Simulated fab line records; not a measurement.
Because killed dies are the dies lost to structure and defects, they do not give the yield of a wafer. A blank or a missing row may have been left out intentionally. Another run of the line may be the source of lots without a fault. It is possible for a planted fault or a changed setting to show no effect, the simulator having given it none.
Split-lot trial | flow rit cmos | on a route of 202 steps: 5 lots, 23 wafers read

SPLIT DETAILS
At RIT_PRETRO_IMPLANT_08, the setting energy kev was moved away from the recipe's 45 on 4 of the 23 wafers read, by -5.7% to +5.2%. The other wafers ran this setting at the recipe's value.

The reading comes from the split's own step.

THE READING
The simulator's own value implant.drp nm, read by no gauge, in nm at RIT_PRETRO_IMPLANT_08. The file gives no usual value for it.

wafer  | tool, chamber at the split | energy kev as run | against the recipe | implant.drp nm, nm | against lot-mates on the recipe
L074.1 | implanter-04, 0            | 45                | recipe             | 55.07              | -
L074.2 | implanter-04, 0            | 45                | recipe             | 55.07              | -
L074.3 | implanter-04, 0            | 45                | recipe             | 55.07              | -
L074.4 | implanter-04, 0            | 45                | recipe             | 55.07              | -
L074.5 | implanter-04, 0            | 45                | recipe             | 55.07              | -
L080.1 | implanter-01, 0            | 45                | recipe             | 55.07              | -
L080.2 | implanter-01, 0            | 45                | recipe             | 55.07              | -
L080.4 | implanter-01, 0            | 45                | recipe             | 55.07              | -
L080.5 | implanter-01, 0            | 45                | recipe             | 55.07              | -
L080.6 | implanter-01, 0            | 45                | recipe             | 55.07              | -
L081.1 | implanter-01, 0            | 45                | recipe             | 55.07              | -
L081.3 | implanter-01, 0            | 45                | recipe             | 55.07              | -
L081.5 | implanter-01, 0            | 45                | recipe             | 55.07              | -
L081.2 | implanter-01, 0            | 47.36             | +5.2%              | 56.75              | +1.68
L081.4 | implanter-01, 0            | 47.36             | +5.2%              | 56.75              | +1.68
L082.1 | implanter-01, 0            | 45                | recipe             | 55.07              | -
L082.3 | implanter-01, 0            | 45                | recipe             | 55.07              | -
L082.6 | implanter-01, 0            | 45                | recipe             | 55.07              | -
L085.1 | implanter-04, 0            | 42.44             | -5.7%              | 53.18              | -1.89
L085.5 | implanter-04, 0            | 42.44             | -5.7%              | 53.18              | -1.89
L085.3 | implanter-04, 0            | 45                | recipe             | 55.07              | -
L085.4 | implanter-04, 0            | 45                | recipe             | 55.07              | -
L085.6 | implanter-04, 0            | 45                | recipe             | 55.07              | -

THE FIT
A straight line over all 23 wafers: implant.drp nm changes by +0.327 nm for each +1% of energy kev; r = +1.00; the points scatter about the line by 0.013 nm.
The same after taking each lot's own level away (the mean of its wafers on the recipe; 23 wafers): +0.327 nm for each +1%; r = +1.00; scatter 0.013 nm.
That fit puts the effect of the largest move of energy kev on the reading at 1.9 nm.
The lots' own levels span 55.070 to 55.070 nm.
The two slopes agree, so the slope changes little with the lot-to-lot level.
Check: for one of the wafers moved furthest among these (-5.7%), held out of the fit, the line's prediction against its lot-mates is -1.85 nm. Against them it came out at -1.89 nm.

FURTHER SPLITS ON THESE WAFERS
Other splits were also applied to these wafers ahead of the reading. Each is held against what the fit with the lots' levels taken away leaves over:
other split on the same wafers  | wafers away from the commonest value | r with implant.drp nm (lot level and that fit taken away)
RIT_ACTIVE_COAT_06 spin rpm     | 9                                    | -0.15
RIT_NWELL_COAT_01 spin rpm      | 10                                   | +0.46
RIT_NWELL_IMPLANT_08 energy kev | 7                                    | +0.25
RIT_PWELL_COAT_01 spin rpm      | 7                                    | +0.02
RIT_PWELL_IMPLANT_08 dose cm2   | 6                                    | +0.22
RIT_NRETRO_COAT_01 spin rpm     | 9                                    | -0.46
RIT_NRETRO_IMPLANT_08 dose cm2  | 10                                   | -0.12

THE WHOLE CHAIN: every reading that the file lists as answering this split, in the file's order
step                  | what it does | reading                                                         | change (the file's fit)               | r (the file's)
RIT_PRETRO_IMPLANT_08 |              | implant.rp nm (the simulator's own value, which no gauge read)  | +1.41 nm for each +1% of the setting  | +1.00
RIT_PRETRO_IMPLANT_08 |              | implant.drp nm (the simulator's own value, which no gauge read) | +0.327 nm for each +1% of the setting | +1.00

FILE'S OWN FIT
implant.drp nm changes by +0.327 nm for each +1% of energy kev, r = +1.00.
